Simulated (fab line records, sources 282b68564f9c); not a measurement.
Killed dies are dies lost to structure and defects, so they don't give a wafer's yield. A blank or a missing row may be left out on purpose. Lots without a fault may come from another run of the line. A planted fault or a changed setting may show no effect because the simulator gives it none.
A struck lot beside a sound one | flow rit_cmos | 26 steps out of a route of 202
Sound: wafers L352.1, L352.4, L352.5. Struck: wafers L358.1, L358.5. (L358.6 of the same lot was not struck and is left out.) The cause comes at the end.
At each step with rows: each side's tool, then ch and its chambers, then its first start. Under that, the readings that differ: sound wafers | struck wafers | difference of the means | sigmas: that difference in standard deviations of wafers without a fault.
alike: readings whose means differ by less than 2 such deviations, and words and numbers that are the same on both sides. not compared: withheld readings, readings that some wafer has no value for, bounds like >300 that may hide the same value, and numbers for which the record gives no deviation and whose values overlap.
The two part at a step that has a row with sigmas, a row that says differs or no value, or rows on one side only. Numbers that don't overlap but have no deviation are shown without sigmas and don't part them. A reading that every wafer of one side lacks parts them only if that side has two wafers or more.

first, 4 steps without rows for these wafers: RIT_CONTACT_SOFTBAKE_04 (time 60 s); RIT_CONTACT_EXPOSE_05 (exposes mask M11, target cd 1000 nm); RIT_CONTACT_PEB_06; RIT_CONTACT_DEVELOP_07 (develop time 120 s).
RIT_CONTACT_CD_MEAS_08: target cd 1000 nm.
  sound on cd_sem-02, day 4 06:47; struck on cd_sem-01, day 5 08:46
  alike: cd_nm
RIT_CONTACT_OVL_MEAS_09:
  sound on overlay-01, day 4 06:54; struck on overlay-01, day 5 08:53
  reading          | sound          | struck    | difference | sigmas
  CONTACT_OVL (nm) | -0.6 -1.0 -0.2 | -2.7 -3.6 | -2.6       | -2
then, 1 step without rows for these wafers: RIT_CONTACT_HARDBAKE_10 (time 60 s).
RIT_CONTACT_ETCH_11: etches SiO2 in CHF3/CF4/Ar, stops on TiSi2, target depth 480 nm, time 320 s.
  sound on rie_diel-04 ch 1,2, day 4 07:05; struck on rie_diel-03 ch 0,3, day 5 09:13
  alike: cf4_flow_sccm, drypump_motor_current_A, oes_product_au, throttle_valve_pct
  not compared: rf_hours_counter_h
RIT_CONTACT_STRIP_12: strips in O2, time 180 s.
  sound on plasma_asher-03 ch 0,1, day 4 07:17; struck on plasma_asher-02 ch 0,1, day 5 09:25
  alike: drypump_motor_current_A, rf_refl_power_W
  not compared: rf_hours_counter_h
RIT_CONTACT_CD_MEAS_90: target cd 1000 nm.
  sound on cd_sem-01, day 4 07:28; struck on cd_sem-02, day 5 09:35
  alike: cd_nm
then, 2 steps without rows for these wafers: RIT_CONTACT_CLEAN_13 (cleans in SC1, time 600 s); RIT_CONTACT_CLEAN_14 (cleans in SC2, time 600 s).
RIT_M1_SPUTTER_00: material Al, target thk 400 nm, time 500 s.
  sound on pvd_sputter-02, day 4 07:56; struck on pvd_sputter-02, day 5 10:04
  reading                               | sound             | struck      | difference | sigmas
  model.Al_of_M1_SPUTTER_00.thk_nm (nm) | 407.4 405.9 409.9 | 442.9 443.1 | +35.3      |
  alike: throttle_valve_pct
RIT_M1_RS_MEAS_01: measures by four-point-probe.
  sound on film_metro-04, day 4 08:13; struck on film_metro-03, day 5 10:41
  reading           | sound                | struck        | difference | sigmas
  M1_AL_RS (ohm/sq) | 0.0720 0.0722 0.0716 | 0.0661 0.0661 | -0.0058    | -5
  not compared: hold
RIT_M1_THK_MEAS_02: measures by xrf.
  sound on film_metro-04, day 4 08:20; struck on film_metro-03, day 6 02:00
  reading        | sound       | struck  | difference | sigmas
  M1_AL_THK (nm) | 404 404 412 | 445 446 | +39        | +6
  not compared: hold
then, 5 steps without rows for these wafers: RIT_M1_COAT_04 (resist thk 1300 nm); RIT_M1_SOFTBAKE_05 (time 60 s); RIT_M1_EXPOSE_06 (exposes mask M12, target cd 2600 nm); RIT_M1_PEB_07; RIT_M1_DEVELOP_08 (develop time 68 s).
RIT_M1_CD_MEAS_09: target cd 2600 nm.
  sound on cd_sem-02, day 4 09:25; struck on cd_sem-02, day 6 07:10
  alike: cd_nm
RIT_M1_OVL_MEAS_10:
  sound on overlay-02, day 4 09:32; struck on overlay-02, day 6 07:17
  alike: M1_OVL
then, 1 step without rows for these wafers: RIT_M1_HARDBAKE_11 (time 120 s).
RIT_M1_METAL_ETCH_12: etches Al in Cl2/BCl3, stops on SiO2, time 165 s, target depth 600 nm.
  sound on rie_metal-02 ch 1, day 4 09:53; struck on rie_metal-04 ch 0,1, day 6 07:35
  reading                | sound             | struck      | difference | sigmas
  oes_product_au (a.u.)  | 0.792 0.781 0.783 | 0.848 0.836 | +0.057     | +6
  throttle_valve_pct (%) | 8.46 8.47 8.47    | 8.25 8.15   | -0.27      | -2
  alike: drypump_motor_current_A, he_backside_leak_sccm
  not compared: rf_hours_counter_h
then, 1 step without rows for these wafers: RIT_M1_STRIP_13 (strips in nmp, time 600 s).
RIT_M1_PROBE_99:
  sound on prober-02, day 4 12:08; struck on prober-02, day 6 12:32
  reading | sound | struck                                            | difference                   | sigmas
  hold    | - - - | await_dispo/2.4h/release await_dispo/2.4h/release | no value on the sound wafers |
  alike: defect_limited_yield, killed_at_contacts, killed_at_front_end, killed_dies, killed_open, killed_short, sort_bin_3_pad_short, sort_bin_5_function, sort_bin_6_memory, sort_n_pass, sort_yield_pct

WHERE THEY PART
First at RIT_CONTACT_OVL_MEAS_09; last, within this record, at RIT_M1_PROBE_99.

WHY: what the simulator had put in
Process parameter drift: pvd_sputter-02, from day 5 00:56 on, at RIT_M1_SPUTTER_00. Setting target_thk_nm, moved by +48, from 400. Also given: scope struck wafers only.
